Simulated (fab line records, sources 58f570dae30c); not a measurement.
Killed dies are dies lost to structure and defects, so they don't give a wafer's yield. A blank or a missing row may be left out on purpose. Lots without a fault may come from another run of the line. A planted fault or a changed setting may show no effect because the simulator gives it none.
Which tool did it? | flow berkeley_cmos170 | 14 lots, 42 wafers sampled, at 5 steps of a route of 331

WHAT THE GAUGES READ, wafer by wafer
UCB170_PWELL_TW_MEAS_17. Usual: PWELL_TW 378.0, standard deviation 1.9.
lot  | measured    | on            | PWELL_TW          | flag
L485 | day 3 06:40 | film_metro-03 | 380.5 378.4 380.6 |
L486 | day 3 19:23 | film_metro-02 | 377.9 377.9 379.2 |
L488 | day 3 20:02 | film_metro-04 | 378.6 377.8 377.4 |
L487 | day 4 00:31 | film_metro-03 | 380.0 377.5 380.6 |
L490 | day 4 08:27 | film_metro-03 | 380.2 378.3 377.3 |
L494 | day 5 07:15 | film_metro-03 | 377.9 379.5 379.9 |
L496 | day 5 14:47 | film_metro-04 | 338.0 337.2 338.3 | OFF
L499 | day 6 12:10 | film_metro-04 | 336.8 338.3 337.4 | OFF
L500 | day 6 12:34 | film_metro-02 | 378.0 376.8 379.7 |
L502 | day 7 02:58 | film_metro-04 | 377.0 377.2 378.3 |
L503 | day 7 03:13 | film_metro-02 | 378.5 379.1 376.8 |
L505 | day 7 14:22 | film_metro-04 | 378.2 378.1 378.6 |
L507 | day 8 02:18 | film_metro-02 | 379.8 379.5 380.7 |
L506 | day 8 02:34 | film_metro-04 | 375.9 375.1 375.6 |

UCB170_PFIELD_OVL_MEAS_06. Usual: PFIELD_OVL -4 nm, standard deviation 4.9.
lot  | measured    | on         | PFIELD_OVL (nm) | flag
L485 | day 4 14:44 | overlay-01 | -3 0 -7         |
L486 | day 5 08:53 | overlay-01 | -5 0 1          |
L488 | day 5 08:10 | overlay-01 | 2 -2 2          |
L487 | day 5 08:37 | overlay-01 | -11 -7 -8       |
L490 | day 6 00:40 | overlay-02 | -2 5 -1         |
L494 | day 7 01:32 | overlay-01 | -6 -3 -11       |
L496 | day 7 08:22 | overlay-01 | -5 5 2          |
L499 | day 8 01:19 | overlay-02 | 3 0 -1          |
L500 | day 8 01:02 | overlay-01 | -4 -1 -4        |
L502 | day 8 12:32 | overlay-02 | -5 1 -8         |
L503 | day 8 11:59 | overlay-02 | -2 0 -2         |
L505 | day 9 00:31 | overlay-02 | 2 11 4          |
L507 | day 9 19:10 | overlay-01 | -5 -1 -7        |
L506 | day 9 19:25 | overlay-02 | -6 -4 -5        |

UCB170_FIELD_THK_MEAS_02. Usual: FIELD_OXIDE_THK 558 nm, standard deviation 11.
lot  | measured    | on            | FIELD_OXIDE_THK (nm) | flag
L485 | day 4 18:35 | film_metro-02 | 558 561 567          |
L486 | day 5 15:21 | film_metro-04 | 562 561 546          |
L488 | day 5 15:18 | film_metro-04 | 568 568 580          |
L487 | day 5 15:18 | film_metro-03 | 566 562 557          |
L490 | day 6 08:59 | film_metro-03 | 546 545 546          |
L494 | day 7 08:32 | film_metro-02 | 554 554 550          |
L496 | day 7 15:48 | film_metro-04 | 579 576 576          |
L499 | day 8 07:31 | film_metro-04 | 571 572 565          |
L500 | day 8 07:31 | film_metro-03 | 559 569 560          |
L502 | day 8 19:52 | film_metro-04 | 534 536 545          |
L503 | day 8 19:50 | film_metro-02 | 543 532 540          |
L505 | day 9 12:00 | film_metro-03 | 538 541 543          |
L507 | day 9 23:26 | film_metro-04 | 555 558 560          |
L506 | day 9 23:26 | film_metro-02 | 551 555 543          |

WHICH TOOL RAN EACH LOT (tool, then ch and the chambers of the sampled wafers, then the start)
lot  | UCB170_PWELL_IMPLANT_15        | UCB170_PFIELD_STRIP_08
L485 | implanter-01 ch 0, day 3 06:25 | plasma_asher-01 ch 0,1, day 4 14:56
L486 | implanter-03 ch 0, day 3 19:10 | plasma_asher-02 ch 0,1, day 5 09:04
L488 | implanter-01 ch 0, day 3 19:49 | plasma_asher-02 ch 0,1, day 5 08:23
L487 | implanter-03 ch 0, day 4 00:17 | plasma_asher-01 ch 0,1, day 5 08:50
L490 | implanter-04 ch 0, day 4 08:12 | plasma_asher-04 ch 0,1, day 6 00:51
L494 | implanter-01 ch 0, day 5 07:01 | plasma_asher-01 ch 0,1, day 7 01:43
L496 | implanter-01 ch 0, day 5 14:33 | plasma_asher-01 ch 0,1, day 7 08:32
L499 | implanter-01 ch 0, day 6 11:55 | plasma_asher-01 ch 0,1, day 8 01:29
L500 | implanter-04 ch 0, day 6 12:19 | plasma_asher-02 ch 1, day 8 01:13
L502 | implanter-04 ch 0, day 7 02:46 | plasma_asher-02 ch 0,1, day 8 12:45
L503 | implanter-03 ch 0, day 7 02:58 | plasma_asher-04 ch 0,1, day 8 12:10
L505 | implanter-03 ch 0, day 7 14:07 | plasma_asher-02 ch 1, day 9 00:43
L507 | implanter-04 ch 0, day 8 02:04 | plasma_asher-02 ch 1, day 9 19:20
L506 | implanter-03 ch 0, day 8 02:19 | plasma_asher-04 ch 0,1, day 9 19:36
- UCB170_PWELL_IMPLANT_15
- UCB170_PFIELD_STRIP_08: strips in O2.

WHAT THE TOOLS THEMSELVES READ (means of the sampled wafers that have a number; where no wafer has one, the mark that the record gives instead)
UCB170_PWELL_IMPLANT_15. Usual: beam_energy_keV 60.003, standard deviation 0.017; dose_ions_cm2 5e+12, standard deviation 5.9e+09; faraday_current_uA 15.8, standard deviation 0.32.
lot  | tool         | beam_energy_keV | dose_ions_cm2 | faraday_current_uA | flag
L485 | implanter-01 | 59.984          | 5e+12         | 15.7               |
L486 | implanter-03 | 60.021          | 5e+12         | 16.0               |
L488 | implanter-01 | 60.020          | 5e+12         | 16.0               |
L487 | implanter-03 | 59.992          | 5e+12         | 16.1               |
L490 | implanter-04 | 60.006          | 5e+12         | 16.1               |
L494 | implanter-01 | 59.995          | 5e+12         | 15.6               |
L496 | implanter-01 | 60.002          | 4e+12         | 11.0               | OFF
L499 | implanter-01 | 60.003          | 4e+12         | 11.2               | OFF
L500 | implanter-04 | 59.999          | 5e+12         | 16.1               |
L502 | implanter-04 | 60.017          | 5e+12         | 15.8               |
L503 | implanter-03 | 60.019          | 5e+12         | 15.9               |
L505 | implanter-03 | 59.995          | 5e+12         | 15.5               |
L507 | implanter-04 | 59.992          | 5e+12         | 15.7               |
L506 | implanter-03 | 59.997          | 5e+12         | 16.0               |

UCB170_PFIELD_STRIP_08. Usual: drypump_motor_current_A 5.7 A, standard deviation 0.32; o2_flow_sccm 399.8 sccm, standard deviation 1.2; oes_product_au 0.735 a.u., standard deviation 0.0047; strip_time_to_endpoint_s 21.62 s, standard deviation 0.063.
lot  | tool            | drypump_motor_current_A (A) | o2_flow_sccm (sccm) | oes_product_au (a.u.) | strip_time_to_endpoint_s (s) | flag
L485 | plasma_asher-01 | 5.8                         | 399.3               | 0.735                 | 21.60                        |
L486 | plasma_asher-02 | 5.6                         | 400.2               | 0.735                 | 21.58                        |
L488 | plasma_asher-02 | 5.6                         | 401.2               | 0.738                 | 21.63                        |
L487 | plasma_asher-01 | 5.6                         | 400.3               | 0.734                 | 21.62                        |
L490 | plasma_asher-04 | 5.7                         | 399.4               | 0.732                 | 21.59                        |
L494 | plasma_asher-01 | 5.6                         | 398.7               | 0.734                 | 21.61                        |
L496 | plasma_asher-01 | 5.6                         | 401.0               | 0.732                 | 21.59                        |
L499 | plasma_asher-01 | 5.8                         | 399.2               | 0.736                 | 21.64                        |
L500 | plasma_asher-02 | 5.8                         | 398.8               | 0.733                 | 21.71                        |
L502 | plasma_asher-02 | 5.6                         | 399.2               | 0.739                 | 21.63                        |
L503 | plasma_asher-04 | 5.7                         | 399.5               | 0.736                 | 21.57                        |
L505 | plasma_asher-02 | 5.7                         | 400.3               | 0.741                 | 21.63                        |
L507 | plasma_asher-02 | 5.7                         | 400.2               | 0.729                 | 21.65                        |
L506 | plasma_asher-04 | 6.0                         | 399.8               | 0.732                 | 21.76                        |

THE ANSWER, worked out from the rows above alone
Rule: a lot is off if the mean of its wafers that have a number lies more than 3 standard deviations from the usual mean. A lot without any number at a reading at which 4 lots or more have one is off too. The other lots that the step has rows for count as sound. The gauges are gone through in route order, then the tools' own readings, and for those a lot's mean is taken as printed above. The first step at which some lot is off is used, and at that step the reading that is off furthest; a lot without a number counts as furthest.
Off: L496, L499, at UCB170_PWELL_TW_MEAS_17 (PWELL_TW).
A tool fits if, at a process step before that reading, it ran every lot that is off, and no sound lot after the first of them. The gauges at UCB170_PWELL_TW_MEAS_17 aren't tried: what is off there is off at UCB170_PWELL_IMPLANT_15 too, on other tools, and a gauge's error can't cause that. One fits: implanter-01 at UCB170_PWELL_IMPLANT_15. Its last sound lot is L494 (day 5 07:01), its first lot that is off L496 (day 5 14:33): a fault that began between those two fits.
The tool's own readings at UCB170_PWELL_IMPLANT_15 bear it out: on the lots that are off they differ by more than 5 times the standard deviation of the sound lots' means. dose_ions_cm2 reads 4e+12 there against 5e+12 on the sound lots; faraday_current_uA reads 11.1 there against 15.9 on the sound lots.

WHAT THE SIMULATOR HAD PUT IN
Process parameter drift: implanter-01, from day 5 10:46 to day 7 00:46, at UCB170_PWELL_IMPLANT_15. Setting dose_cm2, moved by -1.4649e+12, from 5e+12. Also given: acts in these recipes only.
Lots struck among those shown: L496, L499. The rule above found the same.
